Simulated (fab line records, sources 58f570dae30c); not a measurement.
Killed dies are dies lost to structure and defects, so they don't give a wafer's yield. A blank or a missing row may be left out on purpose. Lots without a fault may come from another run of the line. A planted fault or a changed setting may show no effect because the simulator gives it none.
Chamber matching | flow berkeley_cmos170 | UCB170_V2_CMP_02 on cmp-02: 4 sister chambers
The step polishes SiO2. 4 wafers are shown with their chamber, then 8 later ones without.

WAFERS WITH THEIR CHAMBER
wafer  | chamber | motor_current_A (A)
L587.1 | 2       | 15.9
L587.3 | 1       | 15.9
L589.1 | 0       | 16.2
L594.4 | 3       | 19.6

WAFERS WITHOUT THEIR CHAMBER
wafer  | motor_current_A (A)
L594.5 | 15.8
L594.6 | 15.3
L601.2 | 19.1
L601.5 | 17.1
L601.6 | 15.4
L603.4 | 15.4
L603.5 | 17.0
L603.6 | 15.1

WHICH CHAMBER EACH WENT THROUGH
wafer  | from the rows above          | in truth
L594.5 | can't be placed: 1 or 2 or 0 | 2
L594.6 | can't be placed: 1 or 2 or 0 | 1
L601.2 | 3                            | 3
L601.5 | can't be placed: 0 or 1 or 2 | 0
L601.6 | can't be placed: 1 or 2 or 0 | 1
L603.4 | can't be placed: 1 or 2 or 0 | 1
L603.5 | can't be placed: 0 or 1 or 2 | 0
L603.6 | can't be placed: 1 or 2 or 0 | 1
Placed correctly: 1 of 8. Can't be placed from these rows: 7 (the true chamber is among the candidates in 7). Placed wrongly: 0.
How it was worked out, from the rows above alone: a wafer's distance from a chamber is the root of the sum, over the readings, of the square of ((its reading less the chamber's mean) divided by the reading's scatter). The wafer belongs to the nearest chamber; if the next one is less than 2 further off, it can't be placed. A chamber's mean is the mean of its shown wafers. The scatter: with one shown wafer a chamber, the root of the mean of the squares of how far each hidden wafer lies from its nearest shown one.
